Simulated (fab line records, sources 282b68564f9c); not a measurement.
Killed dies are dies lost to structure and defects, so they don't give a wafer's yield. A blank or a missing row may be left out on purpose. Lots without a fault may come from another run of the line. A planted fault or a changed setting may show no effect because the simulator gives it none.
A struck lot beside a sound one | flow rit_cmos | 14 steps out of a route of 202
Sound: wafers L793.2, L793.3, L793.4. Struck: wafers L802.3, L802.4, L802.6. The cause comes at the end.
At each step with rows: each side's tool, then ch and its chambers, then its first start. Under that, the readings that differ: sound wafers | struck wafers | difference of the means | sigmas: that difference in standard deviations of wafers without a fault.
alike: readings whose means differ by less than 2 such deviations, and words and numbers that are the same on both sides. not compared: withheld readings, readings that some wafer has no value for, bounds like >300 that may hide the same value, and numbers for which the record gives no deviation and whose values overlap.
The two part at a step that has a row with sigmas, a row that says differs or no value, or rows on one side only. Numbers that don't overlap but have no deviation are shown without sigmas and don't part them. A reading that every wafer of one side lacks parts them only if that side has two wafers or more.

first, 2 steps without rows for these wafers: RIT_PLDD_PEB_04; RIT_PLDD_DEVELOP_05 (develop time 50 s).
RIT_PLDD_OVL_MEAS_06:
  sound on overlay-01, day 5 02:37; struck on overlay-01, day 7 00:07
  alike: PLDD_OVL
then, 2 steps without rows for these wafers: RIT_PLDD_HARDBAKE_07 (time 60 s); RIT_PLDD_IMPLANT_08.
RIT_PLDD_STRIP_09: strips in O2, time 180 s.
  sound on plasma_asher-02 ch 0,1, day 5 03:05; struck on plasma_asher-02 ch 0,1, day 7 00:29
  alike: drypump_motor_current_A
  not compared: rf_hours_counter_h
RIT_PLDD_TW_MEAS_10:
  sound on film_metro-01, day 5 03:17; struck on film_metro-01, day 7 00:38
  alike: PLDD_TW
then, 4 steps without rows for these wafers: RIT_SPACER_CLEAN_00 (cleans in SC1, time 600 s); RIT_SPACER_CLEAN_01 (cleans in dHF, time 30 s); RIT_SPACER_CLEAN_02 (cleans in SC2, time 600 s); RIT_SPACER_CVD_03 (deposits Si3N4 from SiH2Cl2/NH3, target thk 250 nm, time 3300 s).
RIT_SPACER_THK_MEAS_04:
  sound on film_metro-03, day 5 05:38; struck on film_metro-02, day 7 02:58
  alike: SPACER_NITRIDE_THK
RIT_SPACER_ETCHBACK_05: etches Si3N4 in SF6/CHF3, stops on SiO2, target depth 250 nm, time 240 s.
  sound on rie_diel-03 ch 0,2,3, day 5 05:41; struck on rie_diel-03 ch 0,1,2, day 7 03:01
  reading                                  | sound             | struck            | difference | sigmas
  oes_product_au (a.u.)                    | 0.833 0.829 0.838 | 0.995 1.023 1.026 | +0.181     | +12
  run_length_s (s)                         | 267.9 268.4 268.8 | 172.2 172.6 172.5 | -95.9      | -99 or more
  model.etch.depth_nm (nm)                 | 248.8 248.2 249   | 189 194.9 192     | -57        |
  model.poly-Si_of_GATE_CVD_08.thk_nm (nm) | 169.9 171.7 167.7 | 196.5 194.2 194.9 | +25.4      |
  model.Si3N4_of_SPACER_CVD_03.thk_nm (nm) | 195.2 193.8 193.1 | 219.3 218.8 220.7 | +25.6      |
  alike: drypump_motor_current_A, throttle_valve_pct
  not compared: rf_hours_counter_h
RIT_M1_PROBE_99:
  sound on prober-02, day 5 16:38; struck on prober-01, day 7 14:27
  reading             | sound | struck      | difference | sigmas
  killed_at_front_end | 1 3 5 | 264 264 264 | +261       | +84
  killed_dies         | 2 3 5 | 264 264 264 | +261       | +84
  killed_on_rim       | 1 1 1 | 70 70 70    | +69        | +49
  alike: killed_at_contacts, killed_open, killed_short

WHERE THEY PART
First at RIT_SPACER_ETCHBACK_05; last, within this record, at RIT_M1_PROBE_99.

WHY: what the simulator had put in
Process parameter drift: rie_diel-03, from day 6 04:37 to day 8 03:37, at RIT_SPACER_ETCHBACK_05. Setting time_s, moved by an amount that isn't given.
